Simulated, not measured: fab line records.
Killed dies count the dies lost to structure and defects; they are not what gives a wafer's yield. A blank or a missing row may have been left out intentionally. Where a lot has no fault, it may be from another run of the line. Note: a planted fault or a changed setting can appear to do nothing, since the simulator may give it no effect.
Check for tools in common + flow berkeley cmos170 + 13 lots, 38 wafers sampled

## WHY IT WAS OPENED
At UCB170_SILICIDE_RS_MEAS_02 the reading SILICIDE_TI_RS is flagged on 1 of 13 lots. No-fault wafers: 26.2 ohm/sq, standard deviation 0.36.
Rule: a lot is flagged in two cases, either no wafer of it has a number, or all its wafers with numbers fall more than 4 standard deviations from that mean. The other lots count as sound.

| lot  | measured     | on            | SILICIDE_TI_RS (ohm/sq), wafer by wafer | flag    |
|------|--------------|---------------|-----------------------------------------|---------|
| L790 | day 6 16:36  | film metro-03 | 26.6 26.1 26.7                          |         |
| L794 | day 7 18:20  | film metro-04 | 25.9 25.8 25.8                          |         |
| L795 | day 7 18:47  | film metro-03 | 26.3 26.1 26.0                          |         |
| L797 | day 8 13:11  | film metro-04 | 26.5 25.9 26.6                          |         |
| L798 | day 8 13:49  | film metro-03 | 26.3 26.0 26.1                          |         |
| L799 | day 8 23:20  | film metro-04 | 26.4 26.5 25.9                          |         |
| L802 | day 8 23:37  | film metro-04 | 26.4 26.1 25.9                          |         |
| L801 | day 9 00:10  | film metro-03 | 26.3 25.8 26.4                          |         |
| L804 | day 10 05:52 | film metro-04 | 16.9 17.0                               | FLAGGED |
| L808 | day 10 16:59 | film metro-03 | 26.0 26.1 26.0                          |         |
| L809 | day 11 03:38 | film metro-04 | 26.3 26.4 26.6                          |         |
| L811 | day 11 12:05 | film metro-04 | 26.4 25.9 26.4                          |         |
| L813 | day 11 23:01 | film metro-03 | 26.0 26.0 25.5                          |         |
The numbers of the flagged lots are 16.9 ohm/sq on average: -9.2 ohm/sq against the usual, or -26 standard deviations.

## EACH LOT AND THE TOOL IT RAN ON
The record keeps 1 process step preceding the reading, out of 331 steps on the route. Each cell gives the tool, then ch followed by the chambers the sampled wafers passed through, then the start.
| lot  | flag    | UCB170_SILICIDE_SPUTTER_01   |
|------|---------|------------------------------|
| L790 |         | pvd sputter-01, day 6 16:34  |
| L794 |         | pvd sputter-02, day 7 18:18  |
| L795 |         | pvd sputter-03, day 7 18:45  |
| L797 |         | pvd sputter-01, day 8 13:07  |
| L798 |         | pvd sputter-03, day 8 13:44  |
| L799 |         | pvd sputter-02, day 8 23:19  |
| L802 |         | pvd sputter-01, day 8 23:32  |
| L801 |         | pvd sputter-01, day 9 00:08  |
| L804 | FLAGGED | pvd sputter-02, day 10 05:47 |
| L808 |         | pvd sputter-03, day 10 16:57 |
| L809 |         | pvd sputter-03, day 11 03:37 |
| L811 |         | pvd sputter-03, day 11 12:01 |
| L813 |         | pvd sputter-01, day 11 22:58 |
What these steps do:
- UCB170_SILICIDE_SPUTTER_01: material Ti, target thk 30 nm, time 25 s.
- UCB170_SILICIDE_RS_MEAS_02: measures by four-point-probe.

## FLAGGED AGAINST TOTAL, ONE TOOL AT A TIME (gauges that did the reading follow at the end)
| step                       | tool           | lots run | flagged | share of the flagged lots | sound lots run after its first flagged lot |
|----------------------------|----------------|----------|---------|---------------------------|--------------------------------------------|
| UCB170_SILICIDE_SPUTTER_01 | pvd sputter-01 | 5        | 0       | none                      | -                                          |
| UCB170_SILICIDE_SPUTTER_01 | pvd sputter-02 | 3        | 1       | all                       | 0                                          |
| UCB170_SILICIDE_SPUTTER_01 | pvd sputter-03 | 5        | 0       | none                      | -                                          |
| UCB170_SILICIDE_RS_MEAS_02 | film metro-03  | 6        | 0       | none                      | -                                          |
| UCB170_SILICIDE_RS_MEAS_02 | film metro-04  | 7        | 1       | all                       | 2 (L809,L811)                              |

## WHAT THE TABLE PERMITS
pvd sputter-02 at UCB170_SILICIDE_SPUTTER_01 and film metro-04 at UCB170_SILICIDE_RS_MEAS_02 are the 2 rows of the table that ran each flagged lot.
- pvd sputter-02 at UCB170_SILICIDE_SPUTTER_01: 1 of its 3 lots flagged. It ran its last sound lot, L799, at day 8 23:19 and its first flagged lot, L804, at day 10 05:47: a fault with its onset between the two fits.
- film metro-04 at UCB170_SILICIDE_RS_MEAS_02: 1 of its 7 lots flagged. Lots that were sound ran on it after the first flagged one (L809, L811); a persistent fault on the entire tool would not allow that.
pvd sputter-02 at UCB170_SILICIDE_SPUTTER_01 is the single tool remaining.

## WHAT THE SIMULATOR HAD INSERTED
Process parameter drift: pvd sputter-02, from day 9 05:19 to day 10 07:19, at UCB170_SILICIDE_SPUTTER_01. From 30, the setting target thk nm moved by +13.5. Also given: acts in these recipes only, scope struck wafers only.
Lots struck among those shown: L804. The rule above reached the same finding.
